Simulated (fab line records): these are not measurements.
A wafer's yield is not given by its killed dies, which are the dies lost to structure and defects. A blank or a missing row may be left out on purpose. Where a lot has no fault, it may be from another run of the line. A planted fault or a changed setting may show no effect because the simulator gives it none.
Code-filled problem report in 8D (eight disciplines) form | flow berkeley cmos170 | the parts of the form that need people (team, actions taken, sign-off) are left out

== 1. WHAT IS WRONG ==
Mean PSD_TW at UCB170_PSD_TW_MEAS_10: 2480 over 6 wafers in 2 lots; fault-free wafers: 2327, standard deviation 20. Measured from the usual mean, that is +7.7 standard deviations.
The first sign was on wafer L874.1 at day 11 11:55, on film metro-01. Wafers with a number at this step in the record: 42, from 14 lots. The rule behind "out" and "out of limits": a value lying over 4 standard deviations away from the usual mean. The rest of the wafers with a number are treated as sound.

== 2. WHAT IT IS, AND WHAT IT ISN'T ==
question                    | is                     | is not
which readings at this step | PSD_TW                 | -
which lots                  | L874, L877             | L857, L859, L860, L861, L862, L863, L865, L867, L870, L871, L872, L876
which wafers of those lots  | all that have a number | -
read on which gauges        | film metro-01          | film metro-02, film metro-03
when                        | from day 11 11:55      | up to then (33 sound wafers); but 3 sound wafers of L876 came after

== 3. THE SUSPECTS, EACH WITH WHAT RULES IT OUT ==
Counting: any tool at a process step up to the reading is kept as a suspect provided that every lot that is out went through it and no sound lot did after the first of them.
- the gauge at UCB170_PSD_TW_MEAS_10 has been ruled out. All the wafers that are out were read on film metro-01, but those of them that UCB170_PSD_IMPLANT_08 has rows for are out there too, on other tools.
- implanter-01 at UCB170_PSD_IMPLANT_08: kept. Every lot that is out went through it, starting with L874 (day 11 11:40), and after that it ran no sound lot; the last sound lot it ran before then is L870 (day 10 16:21). On those wafers its own readings are out: dose ions cm2, faraday current uA.
Remaining after the count: implanter-01 at UCB170_PSD_IMPLANT_08.

== 4. THE CAUSE (what the simulator had put in) ==
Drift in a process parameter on implanter-01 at UCB170_PSD_IMPLANT_08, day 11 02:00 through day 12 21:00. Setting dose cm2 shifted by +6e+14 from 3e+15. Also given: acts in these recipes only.
The count eliminated every tool but this one.

== 5. THE CHAIN OF EFFECTS, in route order ==
One row per reading whose mean, taken over the struck wafers that have a number, lies over 3 standard deviations from the usual. Scope: only readings with a usual standard deviation given in the record; hours: median across lots of the time from each lot's start at the first step in this table that gives one to its start at this step; sigmas: change in usual standard deviations.
hours | step                       | reading                  | usual       | on struck wafers | change     | sigmas
0     | UCB170_PSD_IMPLANT_08      | dose ions cm2            | 2.999e+15   | 3.599e+15        | +5.997e+14 | +99 or more
0     | UCB170_PSD_IMPLANT_08      | faraday current uA       | 9261        | 10972            | +1711      | +9.5
0     | UCB170_PSD_STRIP_09        | oes product au           | 0.598 a.u.  | 0.574            | -0.024     | -4.9
0     | UCB170_PSD_STRIP_09        | strip time to endpoint s | 29.50 s     | 31.60            | +2.10      | +30
0     | UCB170_PSD_TW_MEAS_10      | PSD_TW                   | 2327        | 2480             | +154       | +7.7
4     | UCB170_SDANNEAL_RS_MEAS_02 | PSD_RS                   | 75.4 ohm/sq | 65.2             | -10.2      | -28
The process steps in it:
- UCB170_PSD_IMPLANT_08
- UCB170_PSD_STRIP_09: strips in O2.
Later measuring or inspecting steps at which every struck wafer that the step has a row for has a number for every such reading, and none has moved that far: UCB170_SILICIDE_THK_MEAS_03, UCB170_M3_RS_MEAS_02.

== 6. WHAT WOULD HAVE CAUGHT IT SOONER ==
10 hours passed between the start of the fault at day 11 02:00 and the first reading out of limits at a measuring or inspecting step in this record, taken at day 11 11:55.
The tool's own readings at UCB170_PSD_IMPLANT_08 were out on every struck wafer that the step has a row for (dose ions cm2, faraday current uA): an alarm limit on them would have fired on the first of those.
Of the lots that are out (2), L877 began UCB170_PSD_IMPLANT_08 on implanter-01 after day 11 11:55. Putting the tool on hold at that point would have spared it.
